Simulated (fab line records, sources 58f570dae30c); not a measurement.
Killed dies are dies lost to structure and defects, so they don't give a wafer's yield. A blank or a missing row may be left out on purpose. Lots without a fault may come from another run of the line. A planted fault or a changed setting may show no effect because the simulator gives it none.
One fault seen from 2 desks | flow berkeley_cmos170 | each desk has only its own numbers; what lay behind them comes last

THE METROLOGY DESK
What the gauges read, lot by lot, whatever tool the lot ran on: means of the sampled wafers that have a number. A lot is out of limits, marked OUT, if its mean lies more than 4 standard deviations from the usual mean; the brackets give that distance.
Columns: A = ACTIVE_OVL at UCB170_ACTIVE_OVL_MEAS_14, usual -1 nm
lot  | first seen here | A
L337 | day 3 20:18     | 4
L339 | day 4 07:53     | -1
L341 | day 4 23:49     | 8
L342 | day 5 00:11     | 6
L343 | day 5 08:02     | -6
L345 | day 5 19:34     | -1
L346 | day 6 02:41     | 7
L348 | day 6 18:28     | -0
L353 | day 7 20:59     | -3
L354 | day 7 21:14     | -8
L356 | day 8 04:02     | -4
L359 | day 8 11:52     | -9
L357 | day 8 12:07     | -7
L358 | day 8 12:14     | 0
This desk's finding: nothing out of limits on any of the 14 lots.

THE TOOL OWNER'S DESK: litho_track-01
The tool's own readings at UCB170_GATE_SOFTBAKE_08 (time 60 s): means of the sampled wafers that have a number, for each lot that ran on this tool. A lot is out of limits, marked OUT, if its mean lies more than 4 standard deviations from the usual mean; the brackets give that distance.
Columns: A = chill_plate_temp_C at UCB170_GATE_SOFTBAKE_08, usual 22.98 C; B = exhaust_pa at UCB170_GATE_SOFTBAKE_08, usual 45.0 Pa; C = run_length_s at UCB170_GATE_SOFTBAKE_08, usual 89.35 s
lot  | first seen here | A     | B    | C
L337 | day 5 19:00     | 23.10 | 44.6 | 89.56
L341 | day 6 21:00     | 22.80 | 44.1 | 89.58
L343 | day 7 09:00     | 22.97 | 46.0 | 89.69
L345 | day 7 13:00     | 23.04 | 45.6 | 89.58
L346 | day 7 17:00     | 22.91 | 44.7 | 91.65 (+9.6) OUT
L348 | day 8 08:00     | 23.04 | 45.6 | 91.65 (+9.6) OUT
This desk's finding: out of limits on L346, L348; first on L346, day 7 17:00 (run_length_s at UCB170_GATE_SOFTBAKE_08). In limits: L337, L341, L343, L345.

PUT TOGETHER
The tool owner's desk could have raised an alarm at day 7 17:00, on L346, L348.
The metrology desk saw nothing out of limits.
The metrology desk has L346, L348 on record, within its limits.
Of the lots named, all ran UCB170_GATE_SOFTBAKE_08 on litho_track-01.

WHAT THE SIMULATOR HAD PUT IN
Process parameter drift: litho_track-01, from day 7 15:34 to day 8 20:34, at UCB170_GATE_SOFTBAKE_08. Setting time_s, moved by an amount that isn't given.
Lots struck among those shown: L346, L348.
Hours from the fault's start to each desk's first reading out of limits: the tool owner's desk, 1.
